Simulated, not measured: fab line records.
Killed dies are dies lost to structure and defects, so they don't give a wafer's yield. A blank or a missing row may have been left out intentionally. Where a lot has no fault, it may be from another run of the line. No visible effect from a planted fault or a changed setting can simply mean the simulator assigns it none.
Which of the tools did it? || flow berkeley cmos170 || Sampling: 15 lots, 45 wafers, 6 of 331 route steps

WHAT THE GAUGES READ, wafer by wafer
UCB170_M1_CD_MEAS_09: target cd 700 nm.
{"lot": "L915", "measured": "day 7 23:23", "on": "cd sem-02", "cd nm (nm)": "698.6 699.4 699.7"}
{"lot": "L917", "measured": "day 8 17:34", "on": "cd sem-02", "cd nm (nm)": "700.5 701.0 700.8"}
{"lot": "L916", "measured": "day 9 06:40", "on": "cd sem-02", "cd nm (nm)": "700.2 701.0 701.0"}
{"lot": "L920", "measured": "day 9 08:29", "on": "cd sem-01", "cd nm (nm)": "700.7 699.3 699.7"}
{"lot": "L921", "measured": "day 9 10:17", "on": "cd sem-02", "cd nm (nm)": "699.0 699.3 698.8"}
{"lot": "L924", "measured": "day 10 05:27", "on": "cd sem-01", "cd nm (nm)": "701.6 701.9 700.9"}
{"lot": "L925", "measured": "day 10 05:54", "on": "cd sem-01", "cd nm (nm)": "697.6 698.5 698.3"}
{"lot": "L928", "measured": "day 10 17:17", "on": "cd sem-02", "cd nm (nm)": "700.7 700.5 701.6"}
{"lot": "L926", "measured": "day 10 17:23", "on": "cd sem-01", "cd nm (nm)": "699.6 699.1 698.0"}
{"lot": "L927", "measured": "day 10 17:26", "on": "cd sem-02", "cd nm (nm)": "700.7 701.8 702.5"}
{"lot": "L930", "measured": "day 11 15:54", "on": "cd sem-02", "cd nm (nm)": "699.4 698.4 698.9"}
{"lot": "L931", "measured": "day 12 09:33", "on": "cd sem-02", "cd nm (nm)": "700.4 699.6 702.0"}
{"lot": "L933", "measured": "day 12 11:07", "on": "cd sem-02", "cd nm (nm)": "699.7 700.1 700.8"}
{"lot": "L934", "measured": "day 12 11:34", "on": "cd sem-01", "cd nm (nm)": "701.5 702.2 701.9"}
{"lot": "L938", "measured": "day 14 11:20", "on": "cd sem-02", "cd nm (nm)": "701.2 701.3 701.6"}

UCB170_M1_CD_MEAS_90: target cd 700 nm.
{"lot": "L915", "measured": "day 7 23:49", "on": "cd sem-02", "cd nm (nm)": "700 696 693"}
{"lot": "L917", "measured": "day 8 17:59", "on": "cd sem-02", "cd nm (nm)": "703 698 704"}
{"lot": "L916", "measured": "day 9 07:06", "on": "cd sem-02", "cd nm (nm)": "699 700 701"}
{"lot": "L920", "measured": "day 9 08:55", "on": "cd sem-02", "cd nm (nm)": "704 697 696"}
{"lot": "L921", "measured": "day 9 10:43", "on": "cd sem-01", "cd nm (nm)": "695 698 697"}
{"lot": "L924", "measured": "day 10 06:00", "on": "cd sem-01", "cd nm (nm)": "699 697 705"}
{"lot": "L925", "measured": "day 10 06:20", "on": "cd sem-02", "cd nm (nm)": "690 701 692"}
{"lot": "L928", "measured": "day 10 17:43", "on": "cd sem-02", "cd nm (nm)": "694 702 696"}
{"lot": "L926", "measured": "day 10 17:49", "on": "cd sem-01", "cd nm (nm)": "695 692 692"}
{"lot": "L927", "measured": "day 10 17:53", "on": "cd sem-02", "cd nm (nm)": "704 697 706"}
{"lot": "L930", "measured": "day 11 16:20", "on": "cd sem-02", "cd nm (nm)": "670 677 677 670 677 678"}
{"lot": "L931", "measured": "day 12 09:59", "on": "cd sem-01", "cd nm (nm)": "680 670 683 680 670 683"}
{"lot": "L933", "measured": "day 12 11:33", "on": "cd sem-02", "cd nm (nm)": "701 701 697"}
{"lot": "L934", "measured": "day 12 12:00", "on": "cd sem-02", "cd nm (nm)": "676 681 676 676 681 676"}
{"lot": "L938", "measured": "day 14 11:46", "on": "cd sem-01", "cd nm (nm)": "695 699 697"}

UCB170_M2_THK_MEAS_03: measures by xrf.
{"lot": "L915", "measured": "day 8 05:13", "on": "film metro-01", "M2_AL_THK (nm)": "885 894 909"}
{"lot": "L917", "measured": "day 8 23:51", "on": "film metro-02", "M2_AL_THK (nm)": "857 865 864"}
{"lot": "L916", "measured": "day 9 11:13", "on": "film metro-01", "M2_AL_THK (nm)": "890 880 881"}
{"lot": "L920", "measured": "day 9 14:01", "on": "film metro-01", "M2_AL_THK (nm)": "872 866 869"}
{"lot": "L921", "measured": "day 9 18:50", "on": "film metro-01", "M2_AL_THK (nm)": "894 902 892"}
{"lot": "L924", "measured": "day 10 10:25", "on": "film metro-01", "M2_AL_THK (nm)": "886 876 881"}
{"lot": "L925", "measured": "day 10 11:21", "on": "film metro-03", "M2_AL_THK (nm)": "875 870 880"}
{"lot": "L928", "measured": "day 10 21:51", "on": "film metro-03", "M2_AL_THK (nm)": "861 858 860"}
{"lot": "L926", "measured": "day 10 23:11", "on": "film metro-01", "M2_AL_THK (nm)": "873 891 877"}
{"lot": "L927", "measured": "day 10 23:25", "on": "film metro-02", "M2_AL_THK (nm)": "857 871 869"}
{"lot": "L930", "measured": "day 11 23:19", "on": "film metro-03", "M2_AL_THK (nm)": "875 893 875"}
{"lot": "L931", "measured": "day 12 18:08", "on": "film metro-02", "M2_AL_THK (nm)": "848 860 851"}
{"lot": "L933", "measured": "day 12 18:21", "on": "film metro-03", "M2_AL_THK (nm)": "892 890 870"}
{"lot": "L934", "measured": "day 12 22:30", "on": "film metro-02", "M2_AL_THK (nm)": "869 882 882"}
{"lot": "L938", "measured": "day 14 18:22", "on": "film metro-03", "M2_AL_THK (nm)": "872 869 864"}

TOOL THAT RAN EACH LOT (tool first, then ch and the chambers of the sampled wafers, then the start)
{"lot": "L915", "UCB170_CONTACT_ETCH_17": "rie diel-01 ch 1,2, day 7 21:37", "UCB170_M1_METAL_ETCH_12": "rie metal-04 ch 0,1, day 7 23:35", "UCB170_M1_STRIP_13": "plasma asher-02 ch 0,1, day 7 23:43"}
{"lot": "L917", "UCB170_CONTACT_ETCH_17": "rie diel-01 ch 2,3, day 8 15:51", "UCB170_M1_METAL_ETCH_12": "rie metal-04 ch 0,1, day 8 17:46", "UCB170_M1_STRIP_13": "plasma asher-04 ch 0,1, day 8 17:53"}
{"lot": "L916", "UCB170_CONTACT_ETCH_17": "rie diel-02 ch 0,1, day 9 04:44", "UCB170_M1_METAL_ETCH_12": "rie metal-02 ch 0,1, day 9 06:51", "UCB170_M1_STRIP_13": "plasma asher-02 ch 0,1, day 9 06:59"}
{"lot": "L920", "UCB170_CONTACT_ETCH_17": "rie diel-03 ch 0,1, day 9 06:44", "UCB170_M1_METAL_ETCH_12": "rie metal-04 ch 0,1, day 9 08:41", "UCB170_M1_STRIP_13": "plasma asher-01 ch 0,1, day 9 08:49"}
{"lot": "L921", "UCB170_CONTACT_ETCH_17": "rie diel-03 ch 0,1,2, day 9 08:27", "UCB170_M1_METAL_ETCH_12": "rie metal-02 ch 0,1, day 9 10:29", "UCB170_M1_STRIP_13": "plasma asher-01 ch 0,1, day 9 10:37"}
{"lot": "L924", "UCB170_CONTACT_ETCH_17": "rie diel-02 ch 0,2,3, day 10 03:05", "UCB170_M1_METAL_ETCH_12": "rie metal-04 ch 0,1, day 10 05:39", "UCB170_M1_STRIP_13": "plasma asher-04 ch 1, day 10 05:47"}
{"lot": "L925", "UCB170_CONTACT_ETCH_17": "rie diel-03 ch 1,2, day 10 03:54", "UCB170_M1_METAL_ETCH_12": "rie metal-03 ch 0,1, day 10 06:05", "UCB170_M1_STRIP_13": "plasma asher-01 ch 0,1, day 10 06:13"}
{"lot": "L928", "UCB170_CONTACT_ETCH_17": "rie diel-02 ch 0,1,3, day 10 15:19", "UCB170_M1_METAL_ETCH_12": "rie metal-04 ch 0,1, day 10 17:29", "UCB170_M1_STRIP_13": "plasma asher-02 ch 0,1, day 10 17:37"}
{"lot": "L926", "UCB170_CONTACT_ETCH_17": "rie diel-03 ch 2,3, day 10 15:26", "UCB170_M1_METAL_ETCH_12": "rie metal-02 ch 0,1, day 10 17:35", "UCB170_M1_STRIP_13": "plasma asher-01 ch 0,1, day 10 17:42"}
{"lot": "L927", "UCB170_CONTACT_ETCH_17": "rie diel-01 ch 1,2, day 10 15:33", "UCB170_M1_METAL_ETCH_12": "rie metal-04 ch 0,1, day 10 17:37", "UCB170_M1_STRIP_13": "plasma asher-04 ch 0,1, day 10 17:46"}
{"lot": "L930", "UCB170_CONTACT_ETCH_17": "rie diel-01 ch 0,1, day 11 13:56", "UCB170_M1_METAL_ETCH_12": "rie metal-04 ch 0,1, day 11 16:05", "UCB170_M1_STRIP_13": "plasma asher-01 ch 0, day 11 16:13"}
{"lot": "L931", "UCB170_CONTACT_ETCH_17": "rie diel-02 ch 2,3, day 12 07:45", "UCB170_M1_METAL_ETCH_12": "rie metal-04 ch 0,1, day 12 09:46", "UCB170_M1_STRIP_13": "plasma asher-02 ch 0,1, day 12 09:53"}
{"lot": "L933", "UCB170_CONTACT_ETCH_17": "rie diel-01 ch 0,1,2, day 12 09:25", "UCB170_M1_METAL_ETCH_12": "rie metal-02 ch 0,1, day 12 11:19", "UCB170_M1_STRIP_13": "plasma asher-04 ch 0,1, day 12 11:27"}
{"lot": "L934", "UCB170_CONTACT_ETCH_17": "rie diel-03 ch 0,2,3, day 12 09:47", "UCB170_M1_METAL_ETCH_12": "rie metal-04 ch 0,1, day 12 11:46", "UCB170_M1_STRIP_13": "plasma asher-02 ch 0,1, day 12 11:54"}
{"lot": "L938", "UCB170_CONTACT_ETCH_17": "rie diel-01 ch 0,1,2, day 14 09:26", "UCB170_M1_METAL_ETCH_12": "rie metal-02 ch 0,1, day 14 11:32", "UCB170_M1_STRIP_13": "plasma asher-02 ch 0,1, day 14 11:40"}
- UCB170_CONTACT_ETCH_17: etches BARC in N2/H2.
- UCB170_M1_METAL_ETCH_12: etches Al in Cl2/BCl3, stops on PSG, target depth 780 nm, time 130 s.
- UCB170_M1_STRIP_13: strips in O2.

AS READ BY THE TOOLS THEMSELVES (means over the sampled wafers that have a number; for cases with no such wafer, the mark the record gives instead)
UCB170_CONTACT_ETCH_17.
{"lot": "L915", "tool": "rie diel-01", "drypump motor current A (A)": 5.7, "oes product au (a.u.)": 0.980, "throttle valve pct (%)": 13.29}
{"lot": "L917", "tool": "rie diel-01", "drypump motor current A (A)": 5.9, "oes product au (a.u.)": 1.024, "throttle valve pct (%)": 13.06}
{"lot": "L916", "tool": "rie diel-02", "drypump motor current A (A)": 5.3, "oes product au (a.u.)": 0.986, "throttle valve pct (%)": 13.32}
{"lot": "L920", "tool": "rie diel-03", "drypump motor current A (A)": 5.6, "oes product au (a.u.)": 1.006, "throttle valve pct (%)": 13.35}
{"lot": "L921", "tool": "rie diel-03", "drypump motor current A (A)": 5.4, "oes product au (a.u.)": 1.008, "throttle valve pct (%)": 13.29}
{"lot": "L924", "tool": "rie diel-02", "drypump motor current A (A)": 5.8, "oes product au (a.u.)": 0.984, "throttle valve pct (%)": 13.46}
{"lot": "L925", "tool": "rie diel-03", "drypump motor current A (A)": 5.0, "oes product au (a.u.)": 1.008, "throttle valve pct (%)": 13.22}
{"lot": "L928", "tool": "rie diel-02", "drypump motor current A (A)": 5.5, "oes product au (a.u.)": 0.986, "throttle valve pct (%)": 13.35}
{"lot": "L926", "tool": "rie diel-03", "drypump motor current A (A)": 5.1, "oes product au (a.u.)": 1.001, "throttle valve pct (%)": 13.29}
{"lot": "L927", "tool": "rie diel-01", "drypump motor current A (A)": 5.8, "oes product au (a.u.)": 1.005, "throttle valve pct (%)": 13.30}
{"lot": "L930", "tool": "rie diel-01", "drypump motor current A (A)": 5.8, "oes product au (a.u.)": 1.022, "throttle valve pct (%)": 13.34}
{"lot": "L931", "tool": "rie diel-02", "drypump motor current A (A)": 6.0, "oes product au (a.u.)": 0.974, "throttle valve pct (%)": 13.44}
{"lot": "L933", "tool": "rie diel-01", "drypump motor current A (A)": 5.8, "oes product au (a.u.)": 1.013, "throttle valve pct (%)": 13.32}
{"lot": "L934", "tool": "rie diel-03", "drypump motor current A (A)": 5.5, "oes product au (a.u.)": 1.006, "throttle valve pct (%)": 13.34}
{"lot": "L938", "tool": "rie diel-01", "drypump motor current A (A)": 5.8, "oes product au (a.u.)": 1.021, "throttle valve pct (%)": 13.31}

UCB170_M1_METAL_ETCH_12.
{"lot": "L915", "tool": "rie metal-04", "drypump motor current A (A)": 5.40, "oes product au (a.u.)": 0.843, "throttle valve pct (%)": 24.23}
{"lot": "L917", "tool": "rie metal-04", "drypump motor current A (A)": 5.60, "oes product au (a.u.)": 0.847, "throttle valve pct (%)": 24.27}
{"lot": "L916", "tool": "rie metal-02", "drypump motor current A (A)": 5.65, "oes product au (a.u.)": 0.865, "throttle valve pct (%)": 24.65}
{"lot": "L920", "tool": "rie metal-04", "drypump motor current A (A)": 5.42, "oes product au (a.u.)": 0.847, "throttle valve pct (%)": 24.23}
{"lot": "L921", "tool": "rie metal-02", "drypump motor current A (A)": 5.64, "oes product au (a.u.)": 0.856, "throttle valve pct (%)": 24.66}
{"lot": "L924", "tool": "rie metal-04", "drypump motor current A (A)": 5.40, "oes product au (a.u.)": 0.848, "throttle valve pct (%)": 24.23}
{"lot": "L925", "tool": "rie metal-03", "drypump motor current A (A)": 5.47, "oes product au (a.u.)": 0.850, "throttle valve pct (%)": 24.25}
{"lot": "L928", "tool": "rie metal-04", "drypump motor current A (A)": 5.42, "oes product au (a.u.)": 0.843, "throttle valve pct (%)": 24.23}
{"lot": "L926", "tool": "rie metal-02", "drypump motor current A (A)": 5.78, "oes product au (a.u.)": 0.873, "throttle valve pct (%)": 24.71}
{"lot": "L927", "tool": "rie metal-04", "drypump motor current A (A)": 5.61, "oes product au (a.u.)": 0.848, "throttle valve pct (%)": 24.27}
{"lot": "L930", "tool": "rie metal-04", "drypump motor current A (A)": 5.60, "oes product au (a.u.)": 0.851, "throttle valve pct (%)": 24.27}
{"lot": "L931", "tool": "rie metal-04", "drypump motor current A (A)": 5.62, "oes product au (a.u.)": 0.839, "throttle valve pct (%)": 24.27}
{"lot": "L933", "tool": "rie metal-02", "drypump motor current A (A)": 5.65, "oes product au (a.u.)": 0.868, "throttle valve pct (%)": 24.65}
{"lot": "L934", "tool": "rie metal-04", "drypump motor current A (A)": 5.40, "oes product au (a.u.)": 0.854, "throttle valve pct (%)": 24.22}
{"lot": "L938", "tool": "rie metal-02", "drypump motor current A (A)": 5.77, "oes product au (a.u.)": 0.866, "throttle valve pct (%)": 24.70}

UCB170_M1_STRIP_13.
{"lot": "L915", "tool": "plasma asher-02", "drypump motor current A (A)": 6.2, "oes product au (a.u.)": 0.720}
{"lot": "L917", "tool": "plasma asher-04", "drypump motor current A (A)": 5.6, "oes product au (a.u.)": 0.720}
{"lot": "L916", "tool": "plasma asher-02", "drypump motor current A (A)": 5.8, "oes product au (a.u.)": 0.714}
{"lot": "L920", "tool": "plasma asher-01", "drypump motor current A (A)": 5.3, "oes product au (a.u.)": 0.718}
{"lot": "L921", "tool": "plasma asher-01", "drypump motor current A (A)": 5.3, "oes product au (a.u.)": 0.722}
{"lot": "L924", "tool": "plasma asher-04", "drypump motor current A (A)": 5.8, "oes product au (a.u.)": 0.720}
{"lot": "L925", "tool": "plasma asher-01", "drypump motor current A (A)": 5.3, "oes product au (a.u.)": 0.718}
{"lot": "L928", "tool": "plasma asher-02", "drypump motor current A (A)": 6.2, "oes product au (a.u.)": 0.721}
{"lot": "L926", "tool": "plasma asher-01", "drypump motor current A (A)": 5.7, "oes product au (a.u.)": 0.716}
{"lot": "L927", "tool": "plasma asher-04", "drypump motor current A (A)": 5.7, "oes product au (a.u.)": 0.722}
{"lot": "L930", "tool": "plasma asher-01", "drypump motor current A (A)": 4.8, "oes product au (a.u.)": 0.464}
{"lot": "L931", "tool": "plasma asher-02", "drypump motor current A (A)": 6.2, "oes product au (a.u.)": 0.468}
{"lot": "L933", "tool": "plasma asher-04", "drypump motor current A (A)": 5.5, "oes product au (a.u.)": 0.721}
{"lot": "L934", "tool": "plasma asher-02", "drypump motor current A (A)": 6.2, "oes product au (a.u.)": 0.454}
{"lot": "L938", "tool": "plasma asher-02", "drypump motor current A (A)": 5.8, "oes product au (a.u.)": 0.723}

THE ANSWER, worked out from the rows above alone
Rule: usual is defined by the lots themselves. The widest of any qualifying gaps counts: lots, ordered by their means at a reading, are off when they make up no more than a third of the lots, leave a main group of 4 or more, and stand apart from it by 3 or more times the standard deviation of that group's means. The tables above print the reading to a certain number of digits; a main group whose means all agree to those digits is not used. A lot without any number at a reading at which 4 lots or more have one is off too. All remaining lots with rows at the step are treated as sound. The gauges are gone through in route order, then the tools' own readings, and for those a lot's mean is taken as printed above. The first step at which some lot is off is used, and at that step the reading that is off furthest; a lot without a number counts as furthest.
Off, at UCB170_M1_CD_MEAS_90 on cd nm: L930, L931, L934. The main group has a mean of 698 nm with a standard deviation of 2.7.
A tool fits if, at a process step before that reading, it ran every lot that is off, and no sound lot after the first of them. The gauges at UCB170_M1_CD_MEAS_90 aren't tried: what is off there is off at UCB170_M1_STRIP_13 too, on other tools, and a gauge's error can't cause that. One candidate fits, namely rie metal-04 at UCB170_M1_METAL_ETCH_12. A fault onset in the window from L927 (day 10 17:37, its last sound lot) to L930 (day 11 16:05, its first lot off) fits.

WHAT THE SIMULATOR HAD PUT IN
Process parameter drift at UCB170_M1_METAL_ETCH_12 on rie metal-04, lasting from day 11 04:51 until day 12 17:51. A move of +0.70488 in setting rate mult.
Struck lots among those shown: L930, L931, L934. This agrees with what the rule above found.
